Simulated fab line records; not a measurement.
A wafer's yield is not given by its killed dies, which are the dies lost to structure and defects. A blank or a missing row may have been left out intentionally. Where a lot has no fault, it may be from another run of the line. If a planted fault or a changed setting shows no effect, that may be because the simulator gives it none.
Comparing a struck lot with a sound one || flow ritCmos || 18 steps out of a route of 202
Sound: wafers L938.2, L938.3, L938.5. Struck: wafers L948.1, L948.6 (left out: L948.3, a lot-mate that was not struck); the cause follows at the end.
Order at every step that has rows: each side's tool, ch and its chambers, its first start. Under that, the readings that differ: sound wafers || struck wafers || difference of the means || sigmas: that difference in standard deviations of wafers without a fault.
alike: a reading whose means differ by less than 2 such deviations, as well as words and numbers matching on both sides. not compared: withheld readings; readings where some wafer has no value; bounds like >300 that might hide an equal value; numbers whose values overlap and for which the record gives no deviation.
Wherever a step has rows on one side only, a row that says differs or no value, or a row with sigmas, the two part there. Numbers that have no deviation but don't overlap get no sigmas and don't part them. A reading missing from all wafers of one side parts the sides only when that side holds two or more wafers.

RIT_M1_SPUTTER_00: material Al, target thk 400 nm, time 500 s.
  sound on pvdSputter-02 at day 4 16:28; struck on pvdSputter-02 at day 6 15:44
  alike: throttleValvePct
RIT_M1_RS_MEAS_01: measurement is done with a four-point probe.
  sound on filmMetro-01 at day 4 16:47; struck on filmMetro-02 at day 6 16:02
  alike: M1_AL_RS
RIT_M1_THK_MEAS_02: measures by xrf.
  sound on filmMetro-01 at day 4 16:53; struck on filmMetro-02 at day 6 16:09
  alike: M1_AL_THK
then, 6 steps without rows for these wafers: RIT_M1_HMDS_03 (prime time 60 s); RIT_M1_COAT_04 (resist thk 1300 nm); RIT_M1_SOFTBAKE_05 (time 60 s); RIT_M1_EXPOSE_06 (exposes mask M12, target cd 2600 nm); RIT_M1_PEB_07; RIT_M1_DEVELOP_08 (develop time 68 s).
RIT_M1_CD_MEAS_09: the cd target is 2600 nm.
  sound on cdSem-02 at day 4 17:50; struck on cdSem-02 at day 6 17:05
  alike: cdNm
RIT_M1_OVL_MEAS_10:
  sound on overlay-02 at day 4 17:57; struck on overlay-01 at day 6 17:13
  alike: M1_OVL
then, 1 step without rows for these wafers: RIT_M1_HARDBAKE_11 (time 120 s).
RIT_M1_METAL_ETCH_12: etches Al in Cl2/BCl3, stops on SiO2, time 165 s, target depth 600 nm.
  sound on rieMetal-04 ch 1, day 4 18:14; struck on rieMetal-04 ch 1, day 6 17:30
{"reading": "model.NOVOLAK_of_M1_COAT_04.thkNm (nm)", "sound": "809.4 807.9 812.2", "struck": "687.5 682.5", "difference": -124.8, "sigmas": ""}
{"reading": "model.M1.featureDepthNm (nm)", "sound": "425.9 426.7 427.5", "struck": "447 441.2", "difference": "+17", "sigmas": ""}
  alike: drypumpMotorCurrentA, mfcCl2Sccm, oesProductAu, throttleValvePct
  not compared: rfHoursCounterH, model.SiO2_of_CONTACT_CVD_00.thkNm
then, 1 step without rows for these wafers: RIT_M1_STRIP_13 (strips in nmp, time 600 s).
RIT_M1_STRIP_14: strips in O2, time 180 s.
  sound on plasmaAsher-01 ch 1, day 4 18:34; struck on plasmaAsher-02 ch 0,1, day 6 17:50
  alike: drypumpMotorCurrentA
  not compared: rfHoursCounterH
RIT_M1_CD_MEAS_90: the cd target is 2600 nm.
  sound on cdSem-01 at day 4 18:46; struck on cdSem-01 at day 6 18:01
  alike: cdNm
then, 1 step without rows for these wafers: RIT_M1_ANNEAL_15 (time 1800 s).
RIT_M1_PROBE_99:
  sound on prober-01 at day 4 20:32; struck on prober-02 at day 6 19:45
{"reading": "model.etest.antennaM1.vtShiftV (V)", "sound": "-0.01528 -0.0156 -0.01101", "struck": "-0.01847 -0.02758", "difference": -0.00906, "sigmas": ""}
  alike: defectLimitedYield, killedAtFrontEnd, killedDies, killedOpen, killedShort, sort_bin_3_pad_short, sort_bin_5_function, sort_bin_6_memory, sortNPass, sortYieldPct

WHERE THEY PART
Nowhere in this record.

WHY: what had been put in by the simulator
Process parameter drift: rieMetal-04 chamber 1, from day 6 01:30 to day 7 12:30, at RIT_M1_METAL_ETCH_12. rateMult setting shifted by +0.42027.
